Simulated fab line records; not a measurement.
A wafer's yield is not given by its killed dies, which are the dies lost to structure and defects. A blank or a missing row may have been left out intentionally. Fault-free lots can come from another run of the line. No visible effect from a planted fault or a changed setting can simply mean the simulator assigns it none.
fab line records	flow rit-cmos
record lots=14	wafers=42	last-day=8
route steps=202 shown GATE@95 M1@202
lots that met no fault: taken from a fault-free run of the same line
start-h: hours from the record's opening day to when the first of the lot's shown wafers began	wait-h: hours since the lot's step before	" repeats the value in the row above	L1.1+2: a row that stands for several wafers	- no value present, or no start provided	* or withheld: withheld	< > ~ a bound
route shown NAME@n: NAME is a module with steps in the file, n the number in the route of the first one	usual: mean and standard deviation over wafers with no fault	same: alike in all rows	chamber/n: place in a boat	sites: per-site readings	_std_site: standard deviation of those values	_edge_site: outer sites' mean less inner sites'	radius-mm: for every site, how far away it sits from the centre of the wafer	mask NAME#n: copy n	behind: the last tool/chamber to shape the wafer	hold: what put the lot on hold/how long, in hours/how the hold closed	device: the transistor (n, p or np) that didn't switch	end of line: tests of these same wafers at the route's end	step lacking rows: just its recipe	killed: at the first sort, the dies lost to defects and structure; wafer yield is something else	map: a wafer's dies, marking killed ones x, the rest . and places with no die _
set.NAME: the setting the step ran with; set.NAME@STEP: the setting that earlier step ran with	model.NAME: the simulator's own value behind a step, which no gauge read
steps of the route over a sample of lots; a table a step, a row a wafer
services: the hour from which a tool's chamber was out of use, counted from the record's first day as start-h (under 0 if before that day), plus the number of hours and why
## steps
# step RIT_GATE_ETCH_19
# recipe chemistry=SF6/CHF3/O2	time-s=165	SF6_flow_sccm=30	CHF3_flow_sccm=30	O2_flow_sccm=5	target=poly-Si	pressure-mtorr=40	rf-w=160	target-depth-a=3125	over-etch-frac=0.25	stop-on=SiO2
# usual drypump-motor-current-A=5.50/0.23	oes-product-au=0.844/0.015	run-length-s=193.1/0.49	throttle-valve-pct=10.29/0.17
lot.wafer	tool	chamber	start-h	wait-h	drypump-motor-current-A	oes-product-au	rf-hours-counter-h	run-length-s	throttle-valve-pct
L775.1	rie-si-02	0	43.18	0.1	5.09	0.832	95	193.8	10.24
L775.4	"	3	"	"	5.62	0.830	67	193.0	10.39
L775.6	"	1	"	"	5.37	0.829	-	193.0	10.23
L776.2	rie-si-01	1	48.06	0.1	5.74	0.849	102	193.0	10.44
L776.3	"	0	"	"	5.26	0.852	3	192.9	10.37
L776.4	"	2	"	"	5.66	0.843	161	192.9	10.44
L777.2	rie-si-02	2	48.89	0.1	5.60	0.826	71	192.2	10.41
L777.3	"	0	"	"	5.06	0.823	95	194.1	10.23
L777.5	"	0	"	"	5.08	0.835	-	194.0	10.23
L778.2	rie-si-01	1	58.47	0.1	5.75	0.858	102	193.2	10.43
L778.4	"	3	"	"	5.74	0.852	125	193.3	9.95
L778.6	"	3	"	"	5.76	0.847	-	192.7	9.96
L779.3	rie-si-02	0	65.34	0.1	5.06	0.833	95	193.9	10.24
L779.4	"	1	"	"	5.37	0.833	58	193.5	10.24
L779.5	"	2	"	"	5.58	0.816	-	192.3	10.41
L781.1	rie-si-02	1	68.37	0.1	5.36	0.983	58	151.8	10.25
L781.4	"	2	"	"	5.59	0.959	71	151.1	10.40
L781.5	"	2	"	"	5.57	0.960	-	151.0	10.39
L783.3	rie-si-02	1	79.25	0.1	5.37	0.992	58	152.2	10.25
L783.5	"	0	"	"	5.06	0.988	-	152.9	10.26
L783.6	"	1	"	"	5.37	0.990	-	151.8	10.23
L788.1	rie-si-01	2	106.90	0.1	5.63	0.870	0	192.9	10.40
L788.3	"	1	"	"	5.75	0.867	103	193.1	10.46
L788.4	"	0	"	"	5.28	0.869	3	192.9	10.36
L790.3	rie-si-01	2	120.38	0.1	5.65	0.867	0	193.3	10.43
L790.5	"	0	"	"	5.30	0.842	-	193.3	10.38
L790.6	"	3	"	"	5.74	0.859	-	193.3	9.94
L792.3	rie-si-01	2	126.67	0.1	5.65	0.863	0	193.4	10.42
L792.5	"	0	"	"	5.26	0.836	-	193.5	10.36
L792.6	"	1	"	"	5.73	0.864	-	193.2	10.44
L794.1	rie-si-01	3	147.72	0.1	5.75	0.865	126	192.9	9.93
L794.3	"	0	"	"	5.27	0.859	3	193.0	10.38
L794.6	"	3	"	"	5.74	0.854	-	192.6	9.94
L795.2	rie-si-02	3	151.80	0.1	5.58	0.825	68	192.7	10.41
L795.3	"	2	"	"	5.60	0.824	72	192.5	10.40
L795.4	"	3	"	"	5.62	0.836	-	193.3	10.39
L796.2	rie-si-01	3	152.04	0.1	5.76	0.826	126	193.4	9.95
L796.5	"	0	"	"	5.31	0.828	-	193.5	10.39
L796.6	"	3	"	"	5.73	0.825	-	192.8	9.95
L797.2	rie-si-02	3	156.61	0.1	5.64	0.825	68	192.7	10.41
L797.4	"	0	"	"	5.07	0.830	-	193.9	10.22
L797.6	"	3	"	"	5.62	0.848	-	192.8	10.40
# step RIT_M1_PROBE_99
# usual killed_at_M0_to_M3=0.0/0.23	killed-at-contacts=0.1/0.23	killed-at-front-end=7/3	killed-dies=7/3	killed-on-rim=2.0/1.2	killed-open=3.3/2.1	killed-short=3.7/1.9
# same gross-dies=264	killed_at_M4_up=0	killed-at-back-side=0	killed-at-other=0
lot.wafer	tool	chamber	start-h	wait-h	killed_at_M0_to_M3	killed-at-contacts	killed-at-front-end	killed-dies	killed-on-rim	killed-open	killed-short
L781.1	prober-02	-	89.92	0.1	0	0	262	262	70	2	2
L781.4	prober-02	-	90.07	0.2	0	0	264	264	70	6	2
L781.5	prober-02	-	90.12	0.2	0	0	264	264	70	3	1
L783.3	prober-02	-	100.90	0.2	0	0	259	259	70	1	2
L783.5	prober-02	-	101.00	0.2	0	0	256	256	70	2	2
L783.6	prober-02	-	101.05	0.2	0	0	246	246	66	6	7
L788.1	prober-01	-	127.54	0.1	0	0	7	7	2	4	3
L788.3	prober-01	-	127.64	0.2	0	0	6	6	1	1	5
L788.4	prober-01	-	127.69	0.2	0	0	9	9	4	4	5
L790.3	prober-01	-	142.16	0.2	0	0	7	7	2	3	4
L790.5	prober-01	-	142.26	0.2	0	0	4	4	0	2	2
L790.6	prober-01	-	142.31	0.2	0	0	9	9	3	6	3
L792.3	prober-01	-	147.91	0.2	0	0	9	9	3	4	5
L792.5	prober-01	-	148.01	0.2	0	0	8	8	2	5	3
L792.6	prober-01	-	148.06	0.2	0	0	11	11	2	7	4
L794.1	prober-01	-	171.41	0.1	0	0	12	12	4	4	8
L794.3	prober-01	-	171.51	0.2	0	0	12	12	3	9	3
L794.6	prober-01	-	171.66	0.2	0	0	8	8	1	3	5
# killed by level:class
L781.1 GATE:area-etch=258 GATE:geometric-particle:open=1 GATE:geometric-particle:short=1 REOX:geometric-particle:short=1 REOX:geometric-particle:open=1
L781.4 GATE:area-etch=256 GATE:geometric-particle:open=6 GATE:geometric-particle:short=1 SILICIDE:geometric-particle:short=1
L781.5 GATE:area-etch=260 GATE:geometric-particle:open=1 REOX:geometric-particle:short=1 SPACER:geometric-particle:open=1 SILICIDE:geometric-particle:open=1
L783.3 GATE:area-etch=256 GATE:geometric-particle:short=2 GATE:geometric-particle:open=1
L783.5 GATE:area-etch=252 FOX1:geometric-particle:short=2 REOX:geometric-particle:open=2
L783.6 GATE:area-etch=233 FOX1:geometric-particle:short=3 FOX1:geometric-particle:open=2 GATE:geometric-particle:open=2 SPACER:geometric-particle:open=2 FOX2:geometric-particle:short=1 GATE:geometric-particle:short=1 SILICIDE:geometric-particle:short=1
L788.1 FOX1:geometric-particle:short=1 FOX1:geometric-particle:open=1 FOX2:geometric-particle:short=1 GATE:geometric-particle:open=1 GATE:geometric-particle:short=1 SPACER:geometric-particle:open=1 SILICIDE:geometric-particle:open=1
L788.3 SPACER:geometric-particle:short=2 FOX1:geometric-particle:short=1 GATE:geometric-particle:short=1 REOX:geometric-particle:short=1 SPACER:geometric-particle:open=1
L788.4 SPACER:geometric-particle:short=3 GATE:geometric-particle:open=2 SPACER:geometric-particle:open=2 GATE:geometric-particle:short=1 REOX:geometric-particle:short=1
L790.3 GATE:geometric-particle:open=2 GATE:geometric-particle:short=2 FOX1:geometric-particle:open=1 FOX1:geometric-particle:short=1 SPACER:geometric-particle:short=1
L790.5 FOX1:geometric-particle:open=1 GATE:geometric-particle:open=1 GATE:geometric-particle:short=1 SPACER:geometric-particle:short=1
L790.6 REOX:geometric-particle:open=3 FOX1:geometric-particle:open=2 FOX1:geometric-particle:short=1 GATE:geometric-particle:short=1 SPACER:geometric-particle:open=1 SILICIDE:geometric-particle:short=1
L792.3 FOX2:geometric-particle:open=2 SILICIDE:geometric-particle:short=2 FOX1:geometric-particle:short=1 FOX1:geometric-particle:open=1 GATE:geometric-particle:short=1 SPACER:geometric-particle:open=1 SPACER:geometric-particle:short=1
L792.5 SPACER:geometric-particle:open=2 SILICIDE:geometric-particle:open=2 FOX2:geometric-particle:short=1 GATE:geometric-particle:open=1 GATE:geometric-particle:short=1 REOX:geometric-particle:short=1
L792.6 GATE:geometric-particle:open=3 SILICIDE:geometric-particle:open=2 ACTIVE:geometric-particle:short=1 FOX1:geometric-particle:open=1 GATE:geometric-particle:short=1 REOX:geometric-particle:open=1 SPACER:geometric-particle:short=1 SILICIDE:geometric-particle:short=1
L794.1 GATE:geometric-particle:short=6 GATE:geometric-particle:open=2 FOX1:geometric-particle:open=1 FOX1:geometric-particle:short=1 SPACER:geometric-particle:short=1 SILICIDE:geometric-particle:open=1
L794.3 FOX1:geometric-particle:open=6 GATE:geometric-particle:open=2 FOX1:geometric-particle:short=1 GATE:geometric-particle:short=1 SPACER:geometric-particle:open=1 SPACER:geometric-particle:short=1
L794.6 GATE:geometric-particle:open=3 GATE:geometric-particle:short=3 SILICIDE:geometric-particle:short=2
## services
tool	chamber	start-h	hours	kind
rie-si-01	2	59.48	-	clean
rie-si-01	2	59.48	19.1	scheduled-down
rie-si-01	2	59.48	19.1	vent-cycle
rie-si-02	1	141.13	16.2	repair
## key
first-sign step=RIT_GATE_ETCH_19	reading=run-length-s	direction=down	sigmas=85	usual=*	struck=*
effect step=RIT_GATE_ETCH_19	reading=oes-product-au	direction=up	sigmas=9.1	usual=0.844	struck=0.979
effect step=RIT_M1_PROBE_99	reading=killed-at-front-end	direction=up	sigmas=84	usual=7	struck=258
more-kills-born-at RIT_GATE_ETCH_19@rie-si-02=1515
met-at RIT_GATE_ETCH_19
struck-lots L781,L783
later-rows-left-out L781.1,L781.4,L781.5,L783.3,L783.5,L783.6
tester-left-out L781,L783
onset-between 65.34 68.37
fault kind=process-parameter-drift	tool=rie-si-02	chamber=-	onset-h=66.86	steps=RIT_GATE_ETCH_19	channel=time-s	offset=*	shape=step	end-h=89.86	stated=*
# tester-left-out: of these lots the tester's yield and bins aren't shown, on N5 and GAA mostly nor the transistor test; their killed dies are dies lost to structure and defects alone, not to doping, threshold or leakage, so they don't give the yield
# later-rows-left-out: the simulator's readings of these wafers behind a module that went badly wrong aren't trusted and aren't shown, but for the sort
